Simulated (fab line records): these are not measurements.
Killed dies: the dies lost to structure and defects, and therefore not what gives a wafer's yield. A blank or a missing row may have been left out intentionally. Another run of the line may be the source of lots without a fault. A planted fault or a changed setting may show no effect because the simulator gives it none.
Which of the tools did it? || flow rit-cmos || 7 lots, 21 wafers sampled, at 2 steps of a route of 202

## WHAT THE GAUGES READ, wafer by wafer
RIT_GATE_THK_MEAS_07.
{"lot": "L525", "measured": "day 3 08:02", "on": "film-metro-04", "GATE_OXIDE_THK (nm)": "3.02 3.10 3.02"}
{"lot": "L528", "measured": "day 3 21:03", "on": "film-metro-02", "GATE_OXIDE_THK (nm)": "3.01 2.90 2.98"}
{"lot": "L530", "measured": "day 4 03:58", "on": "film-metro-02", "GATE_OXIDE_THK (nm)": "2.77 2.84 2.85"}
{"lot": "L533", "measured": "day 5 03:22", "on": "film-metro-02", "GATE_OXIDE_THK (nm)": "2.87 2.88 2.93"}
{"lot": "L539", "measured": "day 6 00:40", "on": "film-metro-02", "GATE_OXIDE_THK (nm)": "3.32 3.30 3.32"}
{"lot": "L543", "measured": "day 6 20:07", "on": "film-metro-01", "GATE_OXIDE_THK (nm)": "3.02 3.00 2.97"}
{"lot": "L545", "measured": "day 7 09:27", "on": "film-metro-02", "GATE_OXIDE_THK (nm)": "3.00 3.02 2.98"}

## EACH LOT AND THE TOOL THAT RAN IT (in order: tool; ch and the chambers of the sampled wafers; start)
{"lot": "L525", "RIT_GATE_OXIDATION_05": "furnace-01 ch 0, day 3 05:22"}
{"lot": "L528", "RIT_GATE_OXIDATION_05": "furnace-03 ch 0, day 3 19:08"}
{"lot": "L530", "RIT_GATE_OXIDATION_05": "furnace-04 ch 0, day 4 01:19"}
{"lot": "L533", "RIT_GATE_OXIDATION_05": "furnace-04 ch 0, day 4 22:11"}
{"lot": "L539", "RIT_GATE_OXIDATION_05": "furnace-03 ch 0, day 5 23:19"}
{"lot": "L543", "RIT_GATE_OXIDATION_05": "furnace-04 ch 0, day 6 18:17"}
{"lot": "L545", "RIT_GATE_OXIDATION_05": "furnace-01 ch 0, day 7 06:12"}
- RIT_GATE_OXIDATION_05: target thk 3 nm, ox time 270 s.

## THE ANSWER, worked out from the rows above alone
Rule: usual is defined by the lots themselves. The widest of any qualifying gaps counts: lots, ordered by their means at a reading, are off when they make up no more than a third of the lots, leave a main group of 4 or more, and stand apart from it by 3 or more times the standard deviation of that group's means. A main group whose means are all the same, to the digits that the tables above print for the reading, isn't used. A lot without any number at a reading at which 4 lots or more have one is off too. Where the step has rows for the other lots, those lots are counted as sound.
Off: L539, seen at RIT_GATE_THK_MEAS_07 (GATE_OXIDE_THK). Mean 2.95 nm and standard deviation 0.076 in the main group.
A tool fits if, at a process step before that reading, it ran every lot that is off, and no sound lot after the first of them. The gauges at RIT_GATE_THK_MEAS_07 are tried like those tools. One fits: furnace-03 at RIT_GATE_OXIDATION_05. Its last sound lot is L528 (day 3 19:08), its first lot that is off L539 (day 5 23:19): a fault that began between those two fits.

## WHAT THE SIMULATOR PUT IN
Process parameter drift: furnace-03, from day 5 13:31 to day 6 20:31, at RIT_GATE_OXIDATION_05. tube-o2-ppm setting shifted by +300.
Lots struck among those shown: L539. The rule given above showed the same thing.
